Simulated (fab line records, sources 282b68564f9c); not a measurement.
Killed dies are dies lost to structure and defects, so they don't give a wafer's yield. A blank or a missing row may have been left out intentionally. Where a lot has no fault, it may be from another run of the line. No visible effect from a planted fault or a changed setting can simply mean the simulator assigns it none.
2 desks, one fault + flow ritCmos + each desk holds nothing but its own numbers, with what lay behind them at the end

DESK OF THE TOOL OWNER: rieSi-01
The tool's own readings at RIT_GATE_ETCH_19 (etches poly-Si in SF6/CHF3/O2, stops on SiO2, time 165 s, target depth 312.5 nm): means of the sampled wafers that have a number, for each lot that ran on this tool. Any lot whose mean is over 4 standard deviations away from the usual mean is out of limits and marked OUT; that distance is given in the brackets.
Columns: A = drypumpMotorCurrentA at RIT_GATE_ETCH_19, usual 5.5 A; B = oesProductAu at RIT_GATE_ETCH_19, usual 0.826 a.u.; C = throttleValvePct at RIT_GATE_ETCH_19, usual 10.24 %
| lot  | first seen here | A   | B     | C     |
|------|-----------------|-----|-------|-------|
| L550 | day 3 08:05     | 5.6 | 0.822 | 10.35 |
| L552 | day 3 20:08     | 5.6 | 0.821 | 10.24 |
| L560 | day 5 10:47     | 5.3 | 0.832 | 10.37 |
| L562 | day 5 16:33     | 5.4 | 0.807 | 10.23 |
This desk's finding: nothing out of limits on any of the 4 lots.

AT THE METROLOGY DESK
Means of the sampled wafers that have a number, per lot and without regard to the tool the lot ran on: this is what the gauges read. Any lot whose mean is over 4 standard deviations away from the usual mean is out of limits and marked OUT; that distance is given in the brackets.
Columns: A = GATE_OXIDE_THK at RIT_GATE_THK_MEAS_07, usual 3.02 nm; B = GATE_POLY_THK at RIT_GATE_THK_MEAS_09, usual 242.3 nm; C = cdNm at RIT_GATE_CD_MEAS_16, usual 149.5 nm; D = GATE_OVL at RIT_GATE_OVL_MEAS_17, usual -0.9 nm
| lot  | first seen here | A    | B     | C     | D    |
|------|-----------------|------|-------|-------|------|
| L550 | day 3 05:11     | 3.01 | 241.8 | 150.9 | 0.6  |
| L552 | day 3 16:23     | 3.13 | 241.5 | 151.2 | -1.6 |
| L560 | day 5 07:22     | 3.03 | 240.2 | 149.8 | -0.8 |
| L562 | day 5 13:21     | 3.08 | 236.1 | 149.5 | -2.5 |
| L569 | day 7 03:20     | 3.07 | 245.3 | 148.0 | -1.5 |
| L571 | day 7 11:54     | 2.88 | 241.8 | 152.2 | 1.2  |
This desk's finding: nothing out of limits on any of the 6 lots.

TAKEN TOGETHER
The tool owner's desk saw nothing out of limits.
Nothing out of limits was seen by the metrology desk.

WHAT THE SIMULATOR HAD INSERTED
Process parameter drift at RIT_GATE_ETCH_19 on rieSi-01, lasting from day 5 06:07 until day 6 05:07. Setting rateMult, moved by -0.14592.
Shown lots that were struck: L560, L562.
